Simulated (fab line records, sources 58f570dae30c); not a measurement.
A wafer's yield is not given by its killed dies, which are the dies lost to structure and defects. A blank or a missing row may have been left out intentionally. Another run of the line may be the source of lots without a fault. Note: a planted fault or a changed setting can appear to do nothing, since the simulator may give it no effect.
fab line records / flow berkeleyCmos170
record: lots: 6 wafers: 18 lastDay: 11
route steps=331 shown PWELL@41
lots untouched by any fault: they come from a run of this same line in which no faults occurred
startH: hours from the record's opening day to when the first of the lot's shown wafers began / waitH: hours from the lot's prior step to this one / " the same as in the row above / L1.1+2: several wafers, shown together as one row / - no value, or no start was given / * or withheld: withheld / < > ~ a bound
route shown NAME@n: NAME is a module with steps in the file, n the number in the route of the first one / usual: the fault-free wafers' mean and standard deviation / same: alike in all rows / chamber/n: place in a boat / sites: readings site by site / _std_site: their standard deviation / _edge_site: mean of outer sites minus mean of inner sites / radiusMm: for every site, how far away it sits from the centre of the wafer / mask NAME#n: copy n / behind: tool/chamber where the wafer was last shaped / hold: the reason the lot was held/the length of the hold in hours/how it ended / device: which transistor (n, p or np) failed to switch / end of line: the tests these same wafers got at the end of their route / a step without rows: its recipe alone / killed: at the first sort, the dies lost to defects and structure; wafer yield is something else / map: shows each die of a wafer: x if killed, . if not, _ if none is there
set.NAME: the setting the step ran with; set.NAME@STEP: the setting that earlier step ran with / model.NAME: the simulator's own value behind a step, which no gauge read
a table for each step, a row for each wafer; lots at some steps of the route
services: from which hour (startH, from the record's first day; less than 0 if before it) a tool's chamber was out of use, for how many hours, and why
== steps ==
step: UCB170_PWELL_HMDS_07
recipe: primeTimeS: 60 primeTempC: 100
step: UCB170_PWELL_COAT_08
recipe: resist: KrF spinRpm: 1500 resistThkNm: 900
step: UCB170_PWELL_SOFTBAKE_09
recipe: resist: KrF tempC: 130 timeS: 60
step: UCB170_PWELL_EXPOSE_10
recipe: maskId: PWELL targetCdNm: 3000 na: 0.5 sigmaOuter: 0.6 sourceShape: conventional doseMj: 19
step: UCB170_PWELL_PEB_11
recipe: pebTempC: 130 pebTimeS: withheld resist: KrF
step: UCB170_PWELL_DEVELOP_12
recipe: developer: TMAH developTimeS: 45 resist: KrF devTempC: 21
step: UCB170_PWELL_OVL_MEAS_13
usual: PWELL_OVL: 6/6.2
lot.wafer=L126.1 tool=overlay-02 chamber=- startH=81.16 waitH=- PWELL_OVL[nm]=2
lot.wafer=L126.2 tool=overlay-02 chamber=- startH=81.16 waitH=- PWELL_OVL[nm]=4
lot.wafer=L126.5 tool=overlay-02 chamber=- startH=81.16 waitH=- PWELL_OVL[nm]=6
lot.wafer=L127.2 tool=overlay-01 chamber=- startH=84.84 waitH=- PWELL_OVL[nm]=10
lot.wafer=L127.3 tool=overlay-01 chamber=- startH=84.84 waitH=- PWELL_OVL[nm]=5
lot.wafer=L127.4 tool=overlay-01 chamber=- startH=84.84 waitH=- PWELL_OVL[nm]=8
lot.wafer=L128.1 tool=overlay-01 chamber=- startH=90.73 waitH=- PWELL_OVL[nm]=17
lot.wafer=L128.2 tool=overlay-01 chamber=- startH=90.73 waitH=- PWELL_OVL[nm]=10
lot.wafer=L128.3 tool=overlay-01 chamber=- startH=90.73 waitH=- PWELL_OVL[nm]=4
lot.wafer=L136.1 tool=overlay-01 chamber=- startH=135.58 waitH=- PWELL_OVL[nm]=5
lot.wafer=L136.4 tool=overlay-01 chamber=- startH=135.58 waitH=- PWELL_OVL[nm]=9
lot.wafer=L136.6 tool=overlay-01 chamber=- startH=135.58 waitH=- PWELL_OVL[nm]=1
lot.wafer=L138.1 tool=overlay-02 chamber=- startH=144.54 waitH=- PWELL_OVL[nm]=5
lot.wafer=L138.3 tool=overlay-02 chamber=- startH=144.54 waitH=- PWELL_OVL[nm]=4
lot.wafer=L138.5 tool=overlay-02 chamber=- startH=144.54 waitH=- PWELL_OVL[nm]=2
lot.wafer=L140.3 tool=overlay-01 chamber=- startH=154.75 waitH=- PWELL_OVL[nm]=8
lot.wafer=L140.4 tool=overlay-01 chamber=- startH=154.75 waitH=- PWELL_OVL[nm]=4
lot.wafer=L140.6 tool=overlay-01 chamber=- startH=154.75 waitH=- PWELL_OVL[nm]=1
step: UCB170_PWELL_ETCH_14
recipe: chemistry: CH3F/Ar/O2 target: Si3N4 stopOn: SiO2 CH3F_flow_sccm: 20 Ar_flow_sccm: 50 O2_flow_sccm: 7 pressureMtorr: 50 rfW: 450 targetDepthA: 2420 overEtchFrac: 0.1 timeS: 151
usual: CH3F_flow_sccm: 20.01/0.06 O2_flow_sccm: 7.000/0.021 drypumpMotorCurrentA: 5.5/0.57 mfcArSccm: 50.00/0.13 oesProductAu: 0.941/0.019 throttleValvePct: 8.06/0.11
lot.wafer=L126.1 tool=rieDiel-03 chamber=1 startH=81.20 waitH=0.0 CH3F_flow_sccm=19.98 O2_flow_sccm=7.016 drypumpMotorCurrentA=5.7 mfcArSccm=49.96 oesProductAu=0.935 rfHoursCounterH=12 throttleValvePct=7.94
lot.wafer=L126.2 tool=rieDiel-03 chamber=2 startH=81.20 waitH=0.0 CH3F_flow_sccm=19.92 O2_flow_sccm=6.999 drypumpMotorCurrentA=4.8 mfcArSccm=50.06 oesProductAu=0.917 rfHoursCounterH=44 throttleValvePct=8.00
lot.wafer=L126.5 tool=rieDiel-03 chamber=1 startH=81.20 waitH=0.0 CH3F_flow_sccm=20.04 O2_flow_sccm=7.049 drypumpMotorCurrentA=5.8 mfcArSccm=49.79 oesProductAu=0.934 rfHoursCounterH=- throttleValvePct=7.93
lot.wafer=L127.2 tool=rieDiel-02 chamber=1 startH=84.87 waitH=0.0 CH3F_flow_sccm=19.98 O2_flow_sccm=7.017 drypumpMotorCurrentA=6.4 mfcArSccm=49.96 oesProductAu=0.947 rfHoursCounterH=39 throttleValvePct=8.14
lot.wafer=L127.3 tool=rieDiel-02 chamber=0 startH=84.87 waitH=0.0 CH3F_flow_sccm=19.87 O2_flow_sccm=6.981 drypumpMotorCurrentA=5.3 mfcArSccm=50.18 oesProductAu=0.931 rfHoursCounterH=91 throttleValvePct=8.10
lot.wafer=L127.4 tool=rieDiel-02 chamber=2 startH=84.87 waitH=0.0 CH3F_flow_sccm=20.01 O2_flow_sccm=6.972 drypumpMotorCurrentA=5.5 mfcArSccm=49.71 oesProductAu=0.979 rfHoursCounterH=146 throttleValvePct=8.03
lot.wafer=L128.1 tool=rieDiel-02 chamber=3 startH=90.76 waitH=0.0 CH3F_flow_sccm=19.97 O2_flow_sccm=7.011 drypumpMotorCurrentA=4.9 mfcArSccm=50.01 oesProductAu=0.923 rfHoursCounterH=16 throttleValvePct=7.91
lot.wafer=L128.2 tool=rieDiel-02 chamber=1 startH=90.76 waitH=0.0 CH3F_flow_sccm=20.09 O2_flow_sccm=7.023 drypumpMotorCurrentA=6.4 mfcArSccm=50.04 oesProductAu=0.935 rfHoursCounterH=39 throttleValvePct=8.14
lot.wafer=L128.3 tool=rieDiel-02 chamber=2 startH=90.76 waitH=0.0 CH3F_flow_sccm=20.06 O2_flow_sccm=6.997 drypumpMotorCurrentA=5.5 mfcArSccm=49.90 oesProductAu=0.958 rfHoursCounterH=146 throttleValvePct=8.03
lot.wafer=L136.1 tool=rieDiel-03 chamber=2 startH=135.62 waitH=0.0 CH3F_flow_sccm=20.02 O2_flow_sccm=6.986 drypumpMotorCurrentA=4.8 mfcArSccm=50.05 oesProductAu=0.918 rfHoursCounterH=47 throttleValvePct=8.02
lot.wafer=L136.4 tool=rieDiel-03 chamber=3 startH=135.62 waitH=0.0 CH3F_flow_sccm=19.99 O2_flow_sccm=7.013 drypumpMotorCurrentA=5.2 mfcArSccm=50.17 oesProductAu=0.962 rfHoursCounterH=17 throttleValvePct=8.28
lot.wafer=L136.6 tool=rieDiel-03 chamber=1 startH=135.62 waitH=0.0 CH3F_flow_sccm=20.02 O2_flow_sccm=7.007 drypumpMotorCurrentA=5.7 mfcArSccm=50.03 oesProductAu=0.939 rfHoursCounterH=- throttleValvePct=7.92
lot.wafer=L138.1 tool=rieDiel-02 chamber=1 startH=144.57 waitH=0.0 CH3F_flow_sccm=20.07 O2_flow_sccm=7.011 drypumpMotorCurrentA=6.4 mfcArSccm=50.12 oesProductAu=0.940 rfHoursCounterH=42 throttleValvePct=8.14
lot.wafer=L138.3 tool=rieDiel-02 chamber=3 startH=144.57 waitH=0.0 CH3F_flow_sccm=20.05 O2_flow_sccm=7.023 drypumpMotorCurrentA=4.9 mfcArSccm=50.12 oesProductAu=0.944 rfHoursCounterH=19 throttleValvePct=7.92
lot.wafer=L138.5 tool=rieDiel-02 chamber=2 startH=144.57 waitH=0.0 CH3F_flow_sccm=20.11 O2_flow_sccm=6.995 drypumpMotorCurrentA=5.5 mfcArSccm=50.23 oesProductAu=0.970 rfHoursCounterH=- throttleValvePct=8.03
lot.wafer=L140.3 tool=rieDiel-03 chamber=3 startH=154.77 waitH=0.0 CH3F_flow_sccm=19.97 O2_flow_sccm=7.016 drypumpMotorCurrentA=5.2 mfcArSccm=49.95 oesProductAu=0.967 rfHoursCounterH=18 throttleValvePct=8.28
lot.wafer=L140.4 tool=rieDiel-03 chamber=1 startH=154.77 waitH=0.0 CH3F_flow_sccm=19.85 O2_flow_sccm=6.967 drypumpMotorCurrentA=5.7 mfcArSccm=50.07 oesProductAu=0.938 rfHoursCounterH=- throttleValvePct=7.94
lot.wafer=L140.6 tool=rieDiel-03 chamber=2 startH=154.77 waitH=0.0 CH3F_flow_sccm=20.01 O2_flow_sccm=7.019 drypumpMotorCurrentA=4.8 mfcArSccm=49.99 oesProductAu=0.924 rfHoursCounterH=- throttleValvePct=8.01
step: UCB170_PWELL_IMPLANT_15
recipe: species: B doseCm2: 5e+12 energyKev: 60 tiltDeg: 7
step: UCB170_PWELL_STRIP_16
recipe: chemistry: O2 powerW: 400 pressureMtorr: 3500 platenTempC: withheld o2FlowSccm: 400 overashFraction: 0.5
usual: drypumpMotorCurrentA: 6.0/0.39 oesProductAu: 0.721/0.0046 stripTimeToEndpointS: 18.10/0.072
lot.wafer=L126.1 tool=plasmaAsher-01 chamber=1 startH=81.45 waitH=0.1 drypumpMotorCurrentA=6.0 oesProductAu=0.725 rfHoursCounterH=38 stripTimeToEndpointS=17.94
lot.wafer=L126.2 tool=plasmaAsher-01 chamber=0 startH=81.45 waitH=0.1 drypumpMotorCurrentA=6.3 oesProductAu=0.721 rfHoursCounterH=38 stripTimeToEndpointS=18.09
lot.wafer=L126.5 tool=plasmaAsher-01 chamber=1 startH=81.45 waitH=0.1 drypumpMotorCurrentA=6.0 oesProductAu=0.721 rfHoursCounterH=- stripTimeToEndpointS=18.06
lot.wafer=L127.2 tool=plasmaAsher-03 chamber=1 startH=85.13 waitH=0.1 drypumpMotorCurrentA=6.5 oesProductAu=0.722 rfHoursCounterH=31 stripTimeToEndpointS=18.03
lot.wafer=L127.3 tool=plasmaAsher-03 chamber=1 startH=85.13 waitH=0.1 drypumpMotorCurrentA=6.5 oesProductAu=0.712 rfHoursCounterH=- stripTimeToEndpointS=18.07
lot.wafer=L127.4 tool=plasmaAsher-03 chamber=0 startH=85.13 waitH=0.1 drypumpMotorCurrentA=5.4 oesProductAu=0.718 rfHoursCounterH=- stripTimeToEndpointS=18.10
lot.wafer=L128.1 tool=plasmaAsher-03 chamber=1 startH=91.01 waitH=0.1 drypumpMotorCurrentA=6.5 oesProductAu=0.713 rfHoursCounterH=32 stripTimeToEndpointS=18.06
lot.wafer=L128.2 tool=plasmaAsher-03 chamber=0 startH=91.01 waitH=0.1 drypumpMotorCurrentA=5.3 oesProductAu=0.721 rfHoursCounterH=32 stripTimeToEndpointS=18.05
lot.wafer=L128.3 tool=plasmaAsher-03 chamber=1 startH=91.01 waitH=0.1 drypumpMotorCurrentA=6.5 oesProductAu=0.721 rfHoursCounterH=- stripTimeToEndpointS=18.21
lot.wafer=L136.1 tool=plasmaAsher-03 chamber=1 startH=135.87 waitH=0.1 drypumpMotorCurrentA=6.6 oesProductAu=0.719 rfHoursCounterH=38 stripTimeToEndpointS=18.05
lot.wafer=L136.4 tool=plasmaAsher-03 chamber=1 startH=135.87 waitH=0.1 drypumpMotorCurrentA=6.6 oesProductAu=0.731 rfHoursCounterH=- stripTimeToEndpointS=18.09
lot.wafer=L136.6 tool=plasmaAsher-03 chamber=1 startH=135.87 waitH=0.1 drypumpMotorCurrentA=6.6 oesProductAu=0.722 rfHoursCounterH=- stripTimeToEndpointS=18.02
lot.wafer=L138.1 tool=plasmaAsher-03 chamber=1 startH=144.82 waitH=0.1 drypumpMotorCurrentA=6.5 oesProductAu=0.716 rfHoursCounterH=39 stripTimeToEndpointS=17.88
lot.wafer=L138.3 tool=plasmaAsher-03 chamber=1 startH=144.82 waitH=0.1 drypumpMotorCurrentA=6.5 oesProductAu=0.723 rfHoursCounterH=- stripTimeToEndpointS=17.98
lot.wafer=L138.5 tool=plasmaAsher-03 chamber=1 startH=144.82 waitH=0.1 drypumpMotorCurrentA=6.5 oesProductAu=0.722 rfHoursCounterH=- stripTimeToEndpointS=18.03
lot.wafer=L140.3 tool=plasmaAsher-01 chamber=0 startH=155.05 waitH=0.1 drypumpMotorCurrentA=6.3 oesProductAu=0.727 rfHoursCounterH=- stripTimeToEndpointS=18.13
lot.wafer=L140.4 tool=plasmaAsher-01 chamber=1 startH=155.05 waitH=0.1 drypumpMotorCurrentA=6.0 oesProductAu=0.715 rfHoursCounterH=- stripTimeToEndpointS=18.11
lot.wafer=L140.6 tool=plasmaAsher-01 chamber=1 startH=155.05 waitH=0.1 drypumpMotorCurrentA=6.0 oesProductAu=0.717 rfHoursCounterH=- stripTimeToEndpointS=18.10
step: UCB170_PWELL_TW_MEAS_17
usual: PWELL_TW: 377/4.5
lot.wafer=L126.1 tool=filmMetro-01 chamber=- startH=81.55 waitH=0.1 PWELL_TW=374
lot.wafer=L126.2 tool=filmMetro-01 chamber=- startH=81.55 waitH=0.1 PWELL_TW=374
lot.wafer=L126.5 tool=filmMetro-01 chamber=- startH=81.55 waitH=0.1 PWELL_TW=376
lot.wafer=L127.2 tool=filmMetro-01 chamber=- startH=85.24 waitH=0.1 PWELL_TW=375
lot.wafer=L127.3 tool=filmMetro-01 chamber=- startH=85.24 waitH=0.1 PWELL_TW=374
lot.wafer=L127.4 tool=filmMetro-01 chamber=- startH=85.24 waitH=0.1 PWELL_TW=375
lot.wafer=L128.1 tool=filmMetro-01 chamber=- startH=91.11 waitH=0.1 PWELL_TW=377
lot.wafer=L128.2 tool=filmMetro-01 chamber=- startH=91.11 waitH=0.1 PWELL_TW=374
lot.wafer=L128.3 tool=filmMetro-01 chamber=- startH=91.11 waitH=0.1 PWELL_TW=375
lot.wafer=L136.1 tool=filmMetro-01 chamber=- startH=135.97 waitH=0.1 PWELL_TW=373
lot.wafer=L136.4 tool=filmMetro-01 chamber=- startH=135.97 waitH=0.1 PWELL_TW=375
lot.wafer=L136.6 tool=filmMetro-01 chamber=- startH=135.97 waitH=0.1 PWELL_TW=375
lot.wafer=L138.1 tool=filmMetro-04 chamber=- startH=144.92 waitH=0.1 PWELL_TW=381
lot.wafer=L138.3 tool=filmMetro-04 chamber=- startH=144.92 waitH=0.1 PWELL_TW=381
lot.wafer=L138.5 tool=filmMetro-04 chamber=- startH=144.92 waitH=0.1 PWELL_TW=381
lot.wafer=L140.3 tool=filmMetro-01 chamber=- startH=155.14 waitH=0.1 PWELL_TW=372
lot.wafer=L140.4 tool=filmMetro-01 chamber=- startH=155.14 waitH=0.1 PWELL_TW=373
lot.wafer=L140.6 tool=filmMetro-01 chamber=- startH=155.14 waitH=0.1 PWELL_TW=373
step: UCB170_PWELL_CLEAN_18
recipe: chemistry: SPM tempC: 120 timeS: 600
step: UCB170_PWELL_WET_ETCH_19
recipe: chemistry: H3PO4 target: Si3N4 tempC: 160 timeS: 14400
usual: bathGuardTempC: 160.0/0.61 bathHeatDutyPct: 27/3.5
lot.wafer=L126.1 tool=wetBench-02 chamber=2 startH=85.29 waitH=0.4 bathGuardTempC=- bathHeatDutyPct=- model.Si3N4_of_PWELL_CVD_05.thkNm=218.2 model.SiO2_of_PWELL_OXIDATION_02.thkNm=23.5
lot.wafer=L126.2 tool=wetBench-02 chamber=2 startH=85.29 waitH=0.4 bathGuardTempC=- bathHeatDutyPct=- model.Si3N4_of_PWELL_CVD_05.thkNm=218 model.SiO2_of_PWELL_OXIDATION_02.thkNm=23.57
lot.wafer=L126.5 tool=wetBench-02 chamber=2 startH=85.29 waitH=0.4 bathGuardTempC=- bathHeatDutyPct=- model.Si3N4_of_PWELL_CVD_05.thkNm=219.6 model.SiO2_of_PWELL_OXIDATION_02.thkNm=23.42
lot.wafer=L127.2 tool=wetBench-04 chamber=3 startH=85.77 waitH=0.0 bathGuardTempC=- bathHeatDutyPct=- model.Si3N4_of_PWELL_CVD_05.thkNm=220.6 model.SiO2_of_PWELL_OXIDATION_02.thkNm=22.63
lot.wafer=L127.3 tool=wetBench-04 chamber=3 startH=85.77 waitH=0.0 bathGuardTempC=- bathHeatDutyPct=- model.Si3N4_of_PWELL_CVD_05.thkNm=218.6 model.SiO2_of_PWELL_OXIDATION_02.thkNm=21.69
lot.wafer=L127.4 tool=wetBench-04 chamber=3 startH=85.77 waitH=0.0 bathGuardTempC=- bathHeatDutyPct=- model.Si3N4_of_PWELL_CVD_05.thkNm=220 model.SiO2_of_PWELL_OXIDATION_02.thkNm=22.36
lot.wafer=L128.1 tool=wetBench-04 chamber=1 startH=91.89 waitH=0.0 bathGuardTempC=160.4 bathHeatDutyPct=25 model.Si3N4_of_PWELL_CVD_05.thkNm=0 model.SiO2_of_PWELL_OXIDATION_02.thkNm=0
lot.wafer=L128.2 tool=wetBench-04 chamber=1 startH=91.89 waitH=0.0 bathGuardTempC=160.8 bathHeatDutyPct=23 model.Si3N4_of_PWELL_CVD_05.thkNm=0 model.SiO2_of_PWELL_OXIDATION_02.thkNm=0
lot.wafer=L128.3 tool=wetBench-04 chamber=1 startH=91.89 waitH=0.0 bathGuardTempC=160.5 bathHeatDutyPct=24 model.Si3N4_of_PWELL_CVD_05.thkNm=0 model.SiO2_of_PWELL_OXIDATION_02.thkNm=0
lot.wafer=L136.1 tool=wetBench-03 chamber=2 startH=136.20 waitH=0.0 bathGuardTempC=159.4 bathHeatDutyPct=23 model.Si3N4_of_PWELL_CVD_05.thkNm=0 model.SiO2_of_PWELL_OXIDATION_02.thkNm=0
lot.wafer=L136.4 tool=wetBench-03 chamber=2 startH=136.20 waitH=0.0 bathGuardTempC=159.0 bathHeatDutyPct=24 model.Si3N4_of_PWELL_CVD_05.thkNm=0 model.SiO2_of_PWELL_OXIDATION_02.thkNm=0
lot.wafer=L136.6 tool=wetBench-03 chamber=2 startH=136.20 waitH=0.0 bathGuardTempC=159.3 bathHeatDutyPct=26 model.Si3N4_of_PWELL_CVD_05.thkNm=0 model.SiO2_of_PWELL_OXIDATION_02.thkNm=0
lot.wafer=L138.1 tool=wetBench-03 chamber=2 startH=145.16 waitH=0.0 bathGuardTempC=159.2 bathHeatDutyPct=26 model.Si3N4_of_PWELL_CVD_05.thkNm=0 model.SiO2_of_PWELL_OXIDATION_02.thkNm=0
lot.wafer=L138.3 tool=wetBench-03 chamber=2 startH=145.16 waitH=0.0 bathGuardTempC=159.6 bathHeatDutyPct=26 model.Si3N4_of_PWELL_CVD_05.thkNm=0 model.SiO2_of_PWELL_OXIDATION_02.thkNm=0
lot.wafer=L138.5 tool=wetBench-03 chamber=2 startH=145.16 waitH=0.0 bathGuardTempC=159.4 bathHeatDutyPct=24 model.Si3N4_of_PWELL_CVD_05.thkNm=0 model.SiO2_of_PWELL_OXIDATION_02.thkNm=0
lot.wafer=L140.3 tool=wetBench-04 chamber=3 startH=155.36 waitH=0.0 bathGuardTempC=159.9 bathHeatDutyPct=29 model.Si3N4_of_PWELL_CVD_05.thkNm=0 model.SiO2_of_PWELL_OXIDATION_02.thkNm=0
lot.wafer=L140.4 tool=wetBench-04 chamber=3 startH=155.36 waitH=0.0 bathGuardTempC=159.8 bathHeatDutyPct=28 model.Si3N4_of_PWELL_CVD_05.thkNm=0 model.SiO2_of_PWELL_OXIDATION_02.thkNm=0
lot.wafer=L140.6 tool=wetBench-04 chamber=3 startH=155.36 waitH=0.0 bathGuardTempC=160.1 bathHeatDutyPct=30 model.Si3N4_of_PWELL_CVD_05.thkNm=0 model.SiO2_of_PWELL_OXIDATION_02.thkNm=0
step: UCB170_PWELL_WET_ETCH_20
recipe: chemistry: BOE dilution: 5:1 target: SiO2 tempC: 25 timeS: 22
== services ==
tool=plasmaAsher-03 chamber=- startH=61.43 hours=1.8 kind=repair
tool=rieDiel-03 chamber=2 startH=71.42 hours=2.0 kind=repair
tool=rieDiel-02 chamber=1 startH=96.92 hours=7.6 kind=repair
tool=rieDiel-02 chamber=0 startH=103.72 hours=20.2 kind=repair
tool=plasmaAsher-01 chamber=- startH=126.32 hours=7.1 kind=repair
tool=rieDiel-03 chamber=0 startH=143.16 hours=126.4 kind=repair
== key ==
firstSign: step: UCB170_PWELL_WET_ETCH_19 reading: toolRecord direction: missing
effect none on later readings
modelEffect: step: UCB170_PWELL_WET_ETCH_19 value: Si3N4_of_PWELL_CVD_05.thkNm without: 0 struck: 219.1
metAt UCB170_PWELL_WET_ETCH_19
struckWafers L126.1,L126.2,L126.5,L127.2,L127.3,L127.4
laterRowsLeftOut L126.1,L126.2,L126.5,L127.2,L127.3,L127.4
sortLeftOut L126.1,L126.2,L126.5,L127.2,L127.3,L127.4
testerLeftOut L126,L127
fault: kind: skippedStepWhole tool: wetBench-02,wetBench-04 chamber: - onsetH: 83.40 steps: UCB170_PWELL_WET_ETCH_19 scope: struckLotsOnly
testerLeftOut: of these lots the tester's yield and bins aren't shown, on N5 and GAA mostly nor the transistor test; their killed dies are dies lost to structure and defects alone, not to doping, threshold or leakage, so they don't give the yield
sortLeftOut: the simulated sort isn't trusted on such a fault, so these wafers' sort isn't shown, and their yield isn't known
laterRowsLeftOut: the simulator's readings of these wafers behind a module that went badly wrong aren't trusted and aren't shown, but for the sort
